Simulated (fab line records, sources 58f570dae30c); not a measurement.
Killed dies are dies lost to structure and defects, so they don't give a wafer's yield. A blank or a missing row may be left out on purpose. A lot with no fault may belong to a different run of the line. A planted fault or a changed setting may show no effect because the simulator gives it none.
fab line records | flow berkeley-cmos170
record: lots: 15 wafers: 45 last-day: 12
route steps=331 shown PWELL@37 NVT@110 NSD@197 BACKSIDE@202
lots that met no fault: from a run of the same line without faults
start-h: hours from the record's opening day to when the first of the lot's shown wafers began | wait-h: time in hours since the lot's previous step | " as in the row above | L1.1+2: a single row standing in for several wafers | - either no value or no given start | * or withheld: withheld | < > ~ a bound
route shown NAME@n: a module of which the file shows steps, and the number in the route of the first | usual: mean and standard deviation over wafers with no fault | same: alike in all rows | chamber/n: place in a boat | sites: the reading at each site | _std_site: the values' standard deviation | _edge_site: mean of outer sites minus mean of inner sites | radius-mm: how far each site lies from the wafer's centre | mask NAME#n: copy n | behind: the most recent tool/chamber to have shaped the wafer | hold: reason for holding the lot/hours on hold/outcome of the hold | device: which transistor (n, p or np) failed to switch | end of line: the same wafers' tests at the end of the route | a step with no rows: only its recipe | killed: dies that structure and defects cost at the first sort, which is not the same as the wafer's yield | map: a wafer's dies, x killed, . not, _ none there
set.NAME: setting as actually run; set.NAME@STEP: the setting as run at that earlier step | model.NAME: the simulator's own value behind a step, which no gauge read
a sample of lots followed through the steps of the route, with each step as a table and each wafer as a row
services: when a tool's chamber went out of use (start-h, in hours from the record's first day, below 0 if earlier), for how many hours, and the reason
== steps ==
step: UCB170_PWELL_THK_MEAS_03
recipe: reads: SiO2_of_PWELL_OXIDATION_02
usual: PWELL_OXIDE_THK: 26.4/0.47
columns lot.wafer tool chamber start-h wait-h PWELL_OXIDE_THK[nm]
L281.1 film-metro-03 - 33.02 0.0 26.0
L281.5 " - " " 26.1
L281.6 " - " " 26.3
L282.1 film-metro-01 - 44.49 0.0 26.9
L282.2 " - " " 27.2
L282.4 " - " " 27.1
L283.4 film-metro-01 - 55.47 0.0 27.2
L283.5 " - " " 27.3
L283.6 " - " " 26.4
L286.1 film-metro-01 - 68.37 0.0 26.4
L286.4 " - " " 26.8
L286.6 " - " " 26.8
L285.2 film-metro-04 - 68.38 0.0 26.6
L285.4 " - " " 26.6
L285.5 " - " " 26.0
L287.1 film-metro-04 - 76.28 0.0 26.7
L287.3 " - " " 26.7
L287.6 " - " " 26.6
L290.1 film-metro-03 - 89.86 0.0 26.5
L290.4 " - " " 26.6
L290.6 " - " " 26.3
L292.1 film-metro-03 - 97.89 0.0 26.0
L292.2 " - " " 27.0
L292.6 " - " " 26.7
L293.1 film-metro-03 - 104.81 0.0 25.6
L293.5 " - " " 25.6
L293.6 " - " " 25.9
L294.1 film-metro-01 - 113.09 0.0 26.5
L294.4 " - " " 26.1
L294.5 " - " " 26.7
L295.1 film-metro-03 - 113.09 0.0 26.0
L295.5 " - " " 26.2
L295.6 " - " " 26.2
L296.1 film-metro-01 - 113.15 0.1 27.0
L296.2 " - " " 26.4
L296.6 " - " " 26.3
L298.1 film-metro-04 - 130.41 0.0 26.5
L298.3 " - " " 26.1
L298.5 " - " " 26.2
L303.1 film-metro-01 - 150.11 0.0 26.5
L303.4 " - " " 26.0
L303.5 " - " " 26.5
L304.4 film-metro-04 - 155.42 0.0 26.8
L304.5 " - " " 26.8
L304.6 " - " " 26.4
step: UCB170_NVT_OVL_MEAS_06
usual: NVT_OVL: -3/6.1
columns lot.wafer tool chamber start-h wait-h NVT_OVL[nm]
L281.1 overlay-01 - 103.14 - 1
L281.5 " - " " 0
L281.6 " - " " -6
L282.1 overlay-01 - 112.81 - -7
L282.2 " - " " -8
L282.4 " - " " -3
L283.4 overlay-01 - 127.58 - 7
L283.5 " - " " 3
L283.6 " - " " 14
L285.2 overlay-02 - 138.01 - -11
L285.4 " - " " -13
L285.5 " - " " -8
L286.1 overlay-01 - 138.09 - -10
L286.4 " - " " -8
L286.6 " - " " -8
L287.1 overlay-02 - 146.50 - -10
L287.3 " - " " -11
L287.6 " - " " -9
L290.1 overlay-01 - 160.45 - -11
L290.4 " - " " -3
L290.6 " - " " -8
L293.1 overlay-01 - 168.00 - 0
L293.5 " - " " 2
L293.6 " - " " -8
L292.1 overlay-02 - 168.25 - 0
L292.2 " - " " 0
L292.6 " - " " -2
L294.1 overlay-02 - 184.50 - -10
L294.4 " - " " -7
L294.5 " - " " 0
L296.1 overlay-01 - 184.77 - -7
L296.2 " - " " -4
L296.6 " - " " -12
L295.1 overlay-01 - 184.84 - -3
L295.5 " - " " -1
L295.6 " - " " -2
L298.1 overlay-02 - 196.18 - -6
L298.3 " - " " 1
L298.5 " - " " -1
L304.4 overlay-02 - 217.15 - 2
L304.5 " - " " 5
L304.6 " - " " 2
L303.1 overlay-01 - 217.80 - -5
L303.4 " - " " -3
L303.5 " - " " -2
step: UCB170_NSD_TW_MEAS_10
usual: NSD_TW: 4223/23
columns lot.wafer tool chamber start-h wait-h NSD_TW
L281.1 film-metro-02 - 130.29 0.1 4214
L281.5 " - " " 4207
L281.6 " - " " 4211
L282.1 film-metro-03 - 142.25 0.1 4202
L282.2 " - " " 4237
L282.4 " - " " 4223
L283.4 film-metro-02 - 154.28 0.1 4217
L283.5 " - " " 4205
L283.6 " - " " 4236
L285.2 film-metro-02 - 168.00 0.1 4211
L285.4 " - " " 4218
L285.5 " - " " 4176
L286.1 film-metro-04 - 168.83 0.1 4237
L286.4 " - " " 4242
L286.6 " - " " 4277
L287.1 film-metro-04 - 177.53 0.1 4222
L287.3 " - " " 4244
L287.6 " - " " 4225
L290.1 film-metro-04 - 185.53 0.1 4209
L290.4 " - " " 4241
L290.6 " - " " 4258
L292.1 film-metro-03 - 201.99 0.1 4192
L292.2 " - " " 4165
L292.6 " - " " 4206
L293.1 film-metro-04 - 202.22 0.1 4242
L293.5 " - " " 4240
L293.6 " - " " 4221
L294.1 film-metro-04 - 213.10 0.1 4246
L294.4 " - " " 4243
L294.5 " - " " 4236
L296.1 film-metro-03 - 213.18 0.1 4189
L296.2 " - " " 4206
L296.6 " - " " 4210
L295.1 film-metro-04 - 213.33 0.1 4251
L295.5 " - " " 4244
L295.6 " - " " 4233
L298.1 film-metro-03 - 227.27 0.1 4197
L298.3 " - " " 4207
L298.5 " - " " 4192
L304.4 film-metro-02 - 248.58 0.1 4212
L304.5 " - " " 4221
L304.6 " - " " 4232
L303.1 film-metro-03 - 250.73 0.1 4183
L303.4 " - " " 4214
L303.5 " - " " 4213
step: UCB170_BACKSIDE_STRIP_03
recipe: chemistry: O2 power-w: 400 pressure-mtorr: 3500 platen-temp-c: withheld o2-flow-sccm: 400 overash-fraction: 0.5
usual: chamber-pressure-mTorr: 3500/3.1 drypump-motor-current-A: 5.8/0.46 oes-product-au: 0.734/0.0039 strip-time-to-endpoint-s: 21.97/0.065
columns lot.wafer tool chamber start-h wait-h chamber-pressure-mTorr drypump-motor-current-A oes-product-au rf-hours-counter-h strip-time-to-endpoint-s
L281.1 plasma-asher-03 0 131.28 0.1 3496 6.0 0.732 43 21.95
L281.5 " 1 " " 3503 6.4 0.730 - 21.98
L281.6 " 0 " " 3501 6.0 0.741 - 21.96
L282.1 plasma-asher-03 1 143.36 0.1 3501 6.4 0.736 45 22.04
L282.2 " 0 " " 3501 6.0 0.743 45 21.96
L282.4 " 1 " " 3497 6.4 0.734 - 21.95
L283.4 plasma-asher-04 1 155.01 0.1 3496 6.1 0.734 - 21.86
L283.5 " 1 " " 3501 6.1 0.736 - 21.86
L283.6 " 0 " " 3499 5.6 0.733 - 21.87
L285.2 plasma-asher-01 0 169.05 0.1 3497 5.0 0.737 2 22.04
L285.4 " 1 " " 3500 5.7 0.736 - 22.01
L285.5 " 0 " " 3495 5.0 0.735 - 22.00
L286.1 plasma-asher-03 1 169.65 0.1 3502 6.4 0.742 47 21.94
L286.4 " 0 " " 3499 6.0 0.726 - 21.95
L286.6 " 0 " " 3498 6.0 0.733 - 22.00
L287.1 plasma-asher-01 0 178.26 0.1 3502 5.0 0.729 3 21.93
L287.3 " 1 " " 3498 5.7 0.729 - 22.05
L287.6 " 0 " " 3496 5.0 0.734 - 21.99
L290.1 plasma-asher-03 0 187.40 0.1 3496 6.0 0.734 49 21.86
L290.4 " 0 " " 3498 6.0 0.739 - 21.92
L290.6 " 0 " " 3495 6.0 0.733 - 21.92
L292.1 plasma-asher-03 0 202.74 0.1 3499 6.0 0.730 52 21.97
L292.2 " 1 " " 3493 6.4 0.736 52 21.99
L292.6 " 0 " " 3506 6.0 0.732 - 21.94
L293.1 plasma-asher-01 0 202.94 0.1 3505 5.0 0.733 6 21.90
L293.5 " 1 " " 3498 5.7 0.734 - 21.95
L293.6 " 0 " " 3504 5.0 0.730 - 21.92
L294.1 plasma-asher-01 0 213.79 0.1 - - - - -
L294.4 " 0 " " - - - - -
L294.5 " 1 " " - - - - -
L296.1 plasma-asher-03 0 213.88 0.1 - - - - -
L296.2 " 1 " " - - - - -
L296.6 " 0 " " - - - - -
L295.1 plasma-asher-01 1 214.02 0.1 - - - - -
L295.5 " 1 " " - - - - -
L295.6 " 0 " " - - - - -
L298.1 plasma-asher-01 1 227.98 0.1 3502 5.7 0.738 10 21.90
L298.3 " 1 " " 3499 5.7 0.735 - 21.89
L298.5 " 1 " " 3499 5.7 0.743 - 21.82
L304.4 plasma-asher-01 1 249.86 0.1 3501 5.7 0.734 - 21.85
L304.5 " 1 " " 3501 5.7 0.738 - 21.92
L304.6 " 0 " " 3502 5.0 0.738 - 21.93
L303.1 plasma-asher-04 0 252.17 0.1 3501 5.6 0.734 45 21.93
L303.4 " 1 " " 3500 6.1 0.741 - 21.92
L303.5 " 0 " " 3499 5.6 0.738 - 21.96
== services ==
columns tool chamber start-h hours kind
plasma-asher-01 - 108.75 9.0 pm
plasma-asher-01 0 108.75 43.0 vent-cycle
plasma-asher-01 1 108.75 43.0 vent-cycle
plasma-asher-01 - 112.35 39.4 repair
plasma-asher-01 0 117.75 - clean
plasma-asher-01 1 117.75 - clean
plasma-asher-01 - 127.63 1.2 repair
plasma-asher-01 - 133.06 0.8 repair
plasma-asher-04 - 211.67 28.1 pm
== key ==
first-sign: step: UCB170_BACKSIDE_STRIP_03 reading: tool-record direction: missing
effect none on later readings
met-at UCB170_BACKSIDE_STRIP_03
struck-lots L294,L295,L296
later-rows-left-out L294.1,L294.4,L294.5,L295.1,L295.5,L295.6,L296.1,L296.2,L296.6
sort-left-out L294.1,L294.4,L294.5,L295.1,L295.5,L295.6,L296.1,L296.2,L296.6
tester-left-out L294,L295,L296
not-acting-at UCB170_PWELL_THK_MEAS_03,UCB170_NVT_OVL_MEAS_06,UCB170_NSD_TW_MEAS_10
onset-between 202.94 213.79
fault: kind: skipped-step-whole tool: plasma-asher-01,plasma-asher-03 chamber: - onset-h: 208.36 steps: UCB170_BACKSIDE_STRIP_03 scope: struck-lots-only
tester-left-out: of these lots the tester's yield and bins aren't shown, on N5 and GAA mostly nor the transistor test; their killed dies are dies lost to structure and defects alone, not to doping, threshold or leakage, so they don't give the yield
sort-left-out: the simulated sort isn't trusted on such a fault, so these wafers' sort isn't shown, and their yield isn't known
later-rows-left-out: the simulator's readings of these wafers behind a module that went badly wrong aren't trusted and aren't shown, but for the sort
